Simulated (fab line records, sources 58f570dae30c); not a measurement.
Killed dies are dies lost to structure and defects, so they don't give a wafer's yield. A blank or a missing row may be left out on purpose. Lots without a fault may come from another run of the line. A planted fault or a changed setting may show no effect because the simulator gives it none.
A struck lot beside a sound one | flow berkeley_cmos170 | 14 steps out of a route of 331
Sound: wafers L803.1, L803.3, L803.6. Struck: wafers L800.1, L800.3, L800.6. The cause comes at the end.
At each step with rows: each side's tool, then ch and its chambers, then its first start. Under that, the readings that differ: sound wafers | struck wafers | difference of the means | sigmas: that difference in standard deviations of wafers without a fault.
alike: readings whose means differ by less than 2 such deviations, and words and numbers that are the same on both sides. not compared: withheld readings, readings that some wafer has no value for, bounds like >300 that may hide the same value, and numbers for which the record gives no deviation and whose values overlap.
The two part at a step that has a row with sigmas, a row that says differs or no value, or rows on one side only. Numbers that don't overlap but have no deviation are shown without sigmas and don't part them. A reading that every wafer of one side lacks parts them only if that side has two wafers or more.

first, 6 steps without rows for these wafers: UCB170_PVT_HMDS_00 (prime time 60 s); UCB170_PVT_COAT_01 (resist thk 900 nm); UCB170_PVT_SOFTBAKE_02 (time 60 s); UCB170_PVT_EXPOSE_03 (exposes mask NWELL, target cd 3000 nm); UCB170_PVT_PEB_04; UCB170_PVT_DEVELOP_05 (develop time 45 s).
UCB170_PVT_OVL_MEAS_06:
  sound on overlay-01, day 9 18:32; struck on overlay-01, day 9 05:23
  alike: PVT_OVL
then, 1 step without rows for these wafers: UCB170_PVT_IMPLANT_07.
UCB170_PVT_STRIP_08: strips in O2.
  sound on plasma_asher-02 ch 0,1, day 9 18:43; struck on plasma_asher-02 ch 0,1, day 9 05:35
  alike: drypump_motor_current_A, oes_product_au, strip_time_to_endpoint_s
  not compared: rf_hours_counter_h
UCB170_PVT_TW_MEAS_09:
  sound on film_metro-04, day 9 18:49; struck on film_metro-04, day 9 05:41
  alike: PVT_TW
then, 1 step without rows for these wafers: UCB170_GATE_WET_ETCH_00 (etches SiO2 in dHF, time 200 s).
UCB170_FIELD_THK_MEAS_91:
  sound on film_metro-04, day 9 18:56; struck on film_metro-01, day 9 05:49
  alike: FIELD_OXIDE_LEFT_2_THK
UCB170_GATE_OXIDATION_01: target thk 6.6 nm, ox time 1887 s.
  sound on furnace-02 ch 0, day 9 21:35; struck on furnace-02, day 9 09:04
  no value came back on the struck wafers for ox_temp_c (C), ox_temp_c_max, zone_power_centre_pct (%); on the sound wafers ox_temp_c (C) reads 851.1 850.6 849.8
then, 1 step without rows for these wafers: UCB170_GATE_ANNEAL_03 (time 1800 s).

WHERE THEY PART
Only at UCB170_GATE_OXIDATION_01, within this record.

WHY: what the simulator had put in
Skipped step whole: furnace-02, from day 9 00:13 on, at UCB170_GATE_OXIDATION_01. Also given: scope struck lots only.
